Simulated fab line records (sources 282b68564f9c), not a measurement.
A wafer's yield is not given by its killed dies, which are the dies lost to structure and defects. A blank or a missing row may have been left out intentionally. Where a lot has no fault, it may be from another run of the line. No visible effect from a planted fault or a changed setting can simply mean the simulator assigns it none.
A struck lot beside a sound one    flow rit-cmos    14 out of 202 route steps
Sound: wafers L430.4, L430.5, L430.6. Struck: wafers L421.4, L421.5, L421.6. The cause comes at the end.
For every step that has rows: the tool of each side, followed by ch and its chambers, followed by its first start. Under that, the readings that differ: sound wafers    struck wafers    difference of the means    sigmas: that difference in standard deviations of wafers without a fault.
alike: same words and numbers on both sides, and readings whose means sit less than 2 such deviations apart. not compared: any withheld reading, any reading some wafer has no value for, any bound like >300 that may hide the same value, and any number with overlapping values for which the record gives no deviation.
A row with sigmas, a row that says differs or no value, or rows on one side alone: a step with any of these is where the two part. When numbers do not overlap yet have no deviation, they are printed without sigmas and do not part them. A reading that every wafer of one side lacks parts them only if that side has two wafers or more.

RIT_PWELL_OVL_MEAS_06:
  sound on overlay-02, day 6 08:30; struck on overlay-02, day 4 10:24
  alike: PWELL_OVL
then, 2 steps without rows for these wafers: RIT_PWELL_HARDBAKE_07 (time 120 s); RIT_PWELL_IMPLANT_08.
RIT_PWELL_STRIP_09: strips in O2, time 180 s.
  sound on plasma-asher-03 ch 0,1, day 6 08:59; struck on plasma-asher-01 ch 0,1, day 4 10:53
  alike: drypump-motor-current-A, rf-refl-power-W
  not compared: rf-hours-counter-h
RIT_PWELL_TW_MEAS_10:
  sound on film-metro-01, day 6 09:08; struck on film-metro-01, day 4 11:02
  alike: PWELL_TW
then, 1 step without rows for these wafers: RIT_WELLDRIVE_ANNEAL_00 (time 14700 s).
RIT_WELLDRIVE_RS_MEAS_01: measurement is done with a four-point probe.
  sound on film-metro-01, day 6 14:18; struck on film-metro-03, day 4 16:12
  alike: NWELL_RS
RIT_WELLDRIVE_RS_MEAS_02: measurement is done with a four-point probe.
  sound on film-metro-01, day 6 14:25; struck on film-metro-03, day 4 16:19
  alike: PWELL_RS
then, 4 steps without rows for these wafers: RIT_NRETRO_HMDS_00 (prime time 60 s); RIT_NRETRO_COAT_01 (resist thk 1300 nm); RIT_NRETRO_SOFTBAKE_02 (time 60 s); RIT_NRETRO_EXPOSE_03 (exposes mask M4, target cd 43900 nm).
RIT_NRETRO_PEB_04:
  struck on litho-track-02, day 4 17:04; sound on litho-track-04 ch 0, day 6 15:07
reading          sound           struck  difference                     sigmas
exhaust-pa (Pa)  44.4 46.0 45.3  - - -   no value on the struck wafers  
  not compared: chill-plate-temp-C
then, 1 step without rows for these wafers: RIT_NRETRO_DEVELOP_05 (develop time 68 s).

WHERE THEY PART
RIT_NRETRO_PEB_04 only, going by this record.

WHY: whatever the simulator had introduced
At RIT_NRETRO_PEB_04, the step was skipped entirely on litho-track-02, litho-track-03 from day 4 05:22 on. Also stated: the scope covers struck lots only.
